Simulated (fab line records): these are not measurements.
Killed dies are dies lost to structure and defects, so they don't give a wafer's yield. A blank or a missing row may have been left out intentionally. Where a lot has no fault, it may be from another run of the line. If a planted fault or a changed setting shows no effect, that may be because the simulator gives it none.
Problem report in the 8D (eight disciplines) form, filled by code + flow berkeley cmos170 + the parts of the form that need people (team, actions taken, sign-off) are left out

1. WHAT WENT WRONG
Mean of cd nm at UCB170_M2_CD_MEAS_90: 720.0 nm across 6 wafers in 2 lots; on wafers with no fault it is 699.7 nm (standard deviation 2.3). That is +8.8 standard deviations from the usual mean.
The step: target cd 700 nm.
First seen on wafer L129.1, day 9 19:46, on cd sem-01. The record holds 42 wafers of 14 lots with a number at this step. Rule for "out" (also "out of limits"): further than 4 standard deviations from the usual mean. All remaining wafers that have a number are taken as sound.

2. WHAT IT IS, AND WHAT IT ISN'T
| question                    | is                     | is not                                                                          |
|-----------------------------|------------------------|---------------------------------------------------------------------------------|
| which readings at this step | cd nm                  | -                                                                               |
| which lots                  | L129, L132             | L118, L121, L122, L123, L124, L125, L126, L127, L128, L130, L134, L138          |
| which wafers of those lots  | all that have a number | -                                                                               |
| read on which gauges        | cd sem-01              | cd sem-02                                                                       |
| when                        | from day 9 19:46       | up to then (27 sound wafers); but 9 sound wafers of L130, L134, L138 came after |

3. SUSPECTS, AND WHAT RULES EACH OUT
Counting: a tool stays on the suspect list if, at a process step up to the reading, it processed all lots that are out and no sound lot following the first of them.
- the gauge at UCB170_M2_CD_MEAS_90 is ruled out. All the wafers that are out were read on cd sem-01, but those of them that UCB170_M2_METAL_ETCH_18 has rows for are out there too, on other tools.
- rie metal-04 at UCB170_M2_METAL_ETCH_18 (etches Al in Cl2/BCl3, stops on SiO2, target depth 1170 nm, time 195 s): kept. Every lot that is out went through it, starting with L129 (day 9 19:29), and after that it ran no sound lot; the last sound lot it ran before then is L127 (day 9 12:20). Its own oes product au, rf fwd power W readings are out on those wafers.
Left after counting: rie metal-04 at UCB170_M2_METAL_ETCH_18.

4. THE CAUSE (what the simulator had put in)
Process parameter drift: rie metal-04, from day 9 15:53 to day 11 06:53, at UCB170_M2_METAL_ETCH_18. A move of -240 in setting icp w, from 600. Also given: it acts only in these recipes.
After counting, this tool was the only one left.

5. SEQUENCE OF EFFECTS, ordered by route
Rows list readings where the struck wafers' mean (over those with a number) sits beyond 3 standard deviations from the usual. Readings are gone through only where the record gives a usual standard deviation; hours: the median, over the lots, of the time from a lot's start at the first step in this table giving one to that lot's start at this step; sigmas: the change measured in usual standard deviations.
| hours | step                    | reading        | usual      | on struck wafers | change | sigmas      |
|-------|-------------------------|----------------|------------|------------------|--------|-------------|
| 0     | UCB170_M2_METAL_ETCH_18 | oes product au | 0.860 a.u. | 0.786            | -0.074 | -7.6        |
| 0     | UCB170_M2_METAL_ETCH_18 | rf fwd power W | 597.9 W    | 357.6            | -240.3 | -99 or more |
| 0     | UCB170_M2_STRIP_19      | oes product au | 0.542 a.u. | 0.719            | +0.177 | +19         |
| 0     | UCB170_M2_CD_MEAS_90    | cd nm          | 699.7 nm   | 720.0            | +20.2  | +8.8        |
Here are the process steps it includes:
- UCB170_M2_METAL_ETCH_18: etches Al in Cl2/BCl3, stops on SiO2, target depth 1170 nm, time 195 s.
- UCB170_M2_STRIP_19: strips in O2.

6. HOW IT WOULD HAVE BEEN CAUGHT EARLIER
Counted from the fault's start at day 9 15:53, it took 4 hours until the first out-of-limits reading at a measuring or inspecting step in this record, taken at day 9 19:46.
The tool's own readings at UCB170_M2_METAL_ETCH_18 were out on every struck wafer that the step has a row for (oes product au, rf fwd power W): an alarm limit on them would have fired on the first of those.
Of the lots that are out (2), L132 began UCB170_M2_METAL_ETCH_18 on rie metal-04 after day 9 19:46. Holding the tool at that time would have saved it.
